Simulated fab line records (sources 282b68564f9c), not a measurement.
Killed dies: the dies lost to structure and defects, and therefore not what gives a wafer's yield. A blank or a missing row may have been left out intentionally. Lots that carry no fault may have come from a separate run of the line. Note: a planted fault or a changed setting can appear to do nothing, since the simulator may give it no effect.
Matching of chambers || flow rit_cmos || 4 sister chambers for RIT_ACTIVE_ETCH_13 on rie_diel-04
The step etches Si3N4 in SF6, stops on SiO2, time 210 s, target depth 210 nm. 8 wafers are shown with their chamber, then 8 later ones without.

WAFERS PAIRED WITH THEIR CHAMBERS
{"wafer": "L337.3", "chamber": 3, "drypump_motor_current_A (A)": 6.1, "throttle_valve_pct (%)": 7.40}
{"wafer": "L338.1", "chamber": 1, "drypump_motor_current_A (A)": 5.9, "throttle_valve_pct (%)": 7.53}
{"wafer": "L338.3", "chamber": 2, "drypump_motor_current_A (A)": 5.2, "throttle_valve_pct (%)": 7.27}
{"wafer": "L338.4", "chamber": 0, "drypump_motor_current_A (A)": 6.4, "throttle_valve_pct (%)": 7.66}
{"wafer": "L347.2", "chamber": 1, "drypump_motor_current_A (A)": 5.9, "throttle_valve_pct (%)": 7.50}
{"wafer": "L347.4", "chamber": 0, "drypump_motor_current_A (A)": 6.5, "throttle_valve_pct (%)": 7.64}
{"wafer": "L347.5", "chamber": 3, "drypump_motor_current_A (A)": 6.1, "throttle_valve_pct (%)": 7.43}
{"wafer": "L348.1", "chamber": 2, "drypump_motor_current_A (A)": 5.2, "throttle_valve_pct (%)": 7.26}

WAFERS WITH NO CHAMBER GIVEN
{"wafer": "L348.3", "drypump_motor_current_A (A)": 6.1, "throttle_valve_pct (%)": 7.41}
{"wafer": "L348.4", "drypump_motor_current_A (A)": 5.9, "throttle_valve_pct (%)": 7.52}
{"wafer": "L351.1", "drypump_motor_current_A (A)": 6.5, "throttle_valve_pct (%)": 7.67}
{"wafer": "L351.3", "drypump_motor_current_A (A)": 5.9, "throttle_valve_pct (%)": 7.53}
{"wafer": "L351.4", "drypump_motor_current_A (A)": 6.1, "throttle_valve_pct (%)": 7.43}
{"wafer": "L352.1", "drypump_motor_current_A (A)": 6.1, "throttle_valve_pct (%)": 7.43}
{"wafer": "L352.3", "drypump_motor_current_A (A)": 5.9, "throttle_valve_pct (%)": 7.53}
{"wafer": "L352.5", "drypump_motor_current_A (A)": 5.9, "throttle_valve_pct (%)": 7.53}

CHAMBER TAKEN BY EACH
{"wafer": "L348.3", "from the rows above": 3, "in truth": 3}
{"wafer": "L348.4", "from the rows above": 1, "in truth": 1}
{"wafer": "L351.1", "from the rows above": 0, "in truth": 0}
{"wafer": "L351.3", "from the rows above": 1, "in truth": 1}
{"wafer": "L351.4", "from the rows above": 3, "in truth": 3}
{"wafer": "L352.1", "from the rows above": 3, "in truth": 3}
{"wafer": "L352.3", "from the rows above": 1, "in truth": 1}
{"wafer": "L352.5", "from the rows above": 1, "in truth": 1}
Correctly placed: 8 of 8. Number that these rows cannot place: 0. Placed wrongly: 0.
How it was worked out, from the rows above alone: a wafer's distance from a chamber is the root of the sum, over the readings, of the square of ((its reading less the chamber's mean) divided by the reading's scatter). If the next closest chamber is less than 2 further off than the closest, the wafer can't be placed; otherwise it belongs to the closest. The mean given for a chamber averages the wafers shown for that chamber. The scatter: the root of (the sum of the squares of (reading less its chamber's mean) over the shown wafers, divided by (wafers less chambers)).
